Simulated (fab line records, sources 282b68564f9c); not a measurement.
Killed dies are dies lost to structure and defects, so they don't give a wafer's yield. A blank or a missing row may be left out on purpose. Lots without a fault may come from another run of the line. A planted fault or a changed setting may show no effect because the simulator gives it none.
A sampling plan put to the test | flow rit_cmos | one fab line, 16 faults that these records tell of, each judged on the records of the lots that it struck
The plan is the line's own looks: the steps of the route at which a gauge or an inspection reads the wafer and doesn't change it. A look can be judged if struck wafers have a number there and the file gives its usual mean and standard deviation on fault-free wafers. Caught: at a look after the fault's first step, the mean of the struck wafers lies 4 or more of those standard deviations (sigma) from the usual mean. On the tool: the same test on the tool's own readings at the fault's steps. Another recipe on the struck wafers, or a record that is blank for them alone, also counts as caught.

THE FAULTS, as the simulator had put them in
1. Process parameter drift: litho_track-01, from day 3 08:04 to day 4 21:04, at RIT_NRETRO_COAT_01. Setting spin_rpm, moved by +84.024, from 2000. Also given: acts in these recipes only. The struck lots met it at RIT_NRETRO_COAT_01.
2. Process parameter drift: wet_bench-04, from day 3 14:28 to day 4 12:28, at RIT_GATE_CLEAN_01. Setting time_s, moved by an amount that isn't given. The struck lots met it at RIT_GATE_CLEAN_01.
3. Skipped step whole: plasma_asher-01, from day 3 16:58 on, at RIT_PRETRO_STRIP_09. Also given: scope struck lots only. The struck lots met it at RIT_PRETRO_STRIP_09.
4. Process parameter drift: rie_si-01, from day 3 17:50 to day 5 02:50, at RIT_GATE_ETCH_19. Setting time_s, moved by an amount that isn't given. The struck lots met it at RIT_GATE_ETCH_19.
5. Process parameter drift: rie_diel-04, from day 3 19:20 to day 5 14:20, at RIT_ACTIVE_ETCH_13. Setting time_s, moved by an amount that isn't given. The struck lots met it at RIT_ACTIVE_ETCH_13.
6. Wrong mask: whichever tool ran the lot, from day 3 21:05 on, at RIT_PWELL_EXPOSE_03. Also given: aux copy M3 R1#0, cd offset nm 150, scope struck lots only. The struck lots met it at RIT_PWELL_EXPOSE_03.
7. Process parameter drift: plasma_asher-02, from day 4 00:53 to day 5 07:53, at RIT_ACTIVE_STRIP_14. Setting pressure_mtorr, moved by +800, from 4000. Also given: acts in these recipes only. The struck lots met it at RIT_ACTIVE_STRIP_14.
8. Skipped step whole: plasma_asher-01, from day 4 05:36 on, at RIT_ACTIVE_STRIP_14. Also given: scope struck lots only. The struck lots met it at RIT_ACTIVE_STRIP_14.
9. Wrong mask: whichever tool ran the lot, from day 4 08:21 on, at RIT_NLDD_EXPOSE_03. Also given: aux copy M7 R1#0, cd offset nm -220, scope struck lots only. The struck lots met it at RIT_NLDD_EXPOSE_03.
10. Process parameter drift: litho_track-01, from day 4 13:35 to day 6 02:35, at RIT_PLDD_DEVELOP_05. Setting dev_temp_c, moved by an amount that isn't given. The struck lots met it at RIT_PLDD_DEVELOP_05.
11. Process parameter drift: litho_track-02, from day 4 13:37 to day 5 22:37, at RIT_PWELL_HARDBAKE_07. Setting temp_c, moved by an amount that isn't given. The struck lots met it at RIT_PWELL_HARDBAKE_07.
12. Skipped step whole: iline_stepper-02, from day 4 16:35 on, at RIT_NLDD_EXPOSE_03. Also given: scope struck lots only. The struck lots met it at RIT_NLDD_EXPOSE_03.
13. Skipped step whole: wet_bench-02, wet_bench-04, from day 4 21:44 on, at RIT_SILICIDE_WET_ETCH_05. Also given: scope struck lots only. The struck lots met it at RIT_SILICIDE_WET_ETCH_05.
14. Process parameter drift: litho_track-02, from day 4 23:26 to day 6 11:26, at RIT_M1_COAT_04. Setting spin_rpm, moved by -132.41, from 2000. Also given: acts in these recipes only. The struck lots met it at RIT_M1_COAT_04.
15. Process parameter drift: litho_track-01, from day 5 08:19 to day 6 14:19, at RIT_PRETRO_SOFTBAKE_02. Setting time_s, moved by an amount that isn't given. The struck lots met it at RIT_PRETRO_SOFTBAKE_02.
16. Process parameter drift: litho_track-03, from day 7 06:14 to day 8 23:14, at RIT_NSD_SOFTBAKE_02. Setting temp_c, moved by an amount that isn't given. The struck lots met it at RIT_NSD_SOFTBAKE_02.

WHAT THE PLAN SAW
fault | on the tool itself                               | first look that catches it                      | reading, sigma | median hours from its first step to that look | hours from the fault's start to the first struck lot there | judged looks passed uncaught
1     | spin_speed_rpm +64 sigma                         | no look after it can be judged                  | -              | -                                             | -                                                          | 0
2     | run_length_s +13 sigma                           | no look after it can be judged                  | -              | -                                             | -                                                          | 0
3     | the tool's record is blank for the struck wafers | no look after it can be judged                  | -              | -                                             | -                                                          | 0
4     | run_length_s +30 sigma                           | no look after it can be judged                  | -              | -                                             | -                                                          | 0
5     | run_length_s +99 or beyond sigma                 | no look after it can be judged                  | -              | -                                             | -                                                          | 0
6     | no reading that can be judged                    | none of the 3 looks that can be judged after it | -              | -                                             | -                                                          | 3
7     | chamber_pressure_mTorr +99 or beyond sigma       | no look after it can be judged                  | -              | -                                             | -                                                          | 0
8     | the tool's record is blank for the struck wafers | no look after it can be judged                  | -              | -                                             | -                                                          | 0
9     | under 2 sigma                                    | no look after it can be judged                  | -              | -                                             | -                                                          | 0
10    | developer_temp_C -8.4 sigma                      | not the one look that can be judged after it    | -              | -                                             | -                                                          | 1
11    | heater_power_total_W -29 sigma                   | no look after it can be judged                  | -              | -                                             | -                                                          | 0
12    | no reading that can be judged                    | no look after it can be judged                  | -              | -                                             | -                                                          | 0
13    | the tool's record is blank for the struck wafers | no look after it can be judged                  | -              | -                                             | -                                                          | 0
14    | spin_speed_rpm -99 or beyond sigma               | no look after it can be judged                  | -              | -                                             | -                                                          | 0
15    | run_length_s -14 sigma                           | not the one look that can be judged after it    | -              | -                                             | -                                                          | 1
16    | heater_power_total_W -10 sigma                   | no look after it can be judged                  | -              | -                                             | -                                                          | 0
A dash: the fault isn't caught, or these records don't give the number.

Caught at a look: 0 of 16. Caught on the tool: 13 of 16. By one or the other: 13 of 16.
Caught on the tool alone: faults 1, 2, 3, 4, 5, 7, 8, 10, 11, 13, 14, 15, 16.
Caught by neither: faults 6, 9, 12.
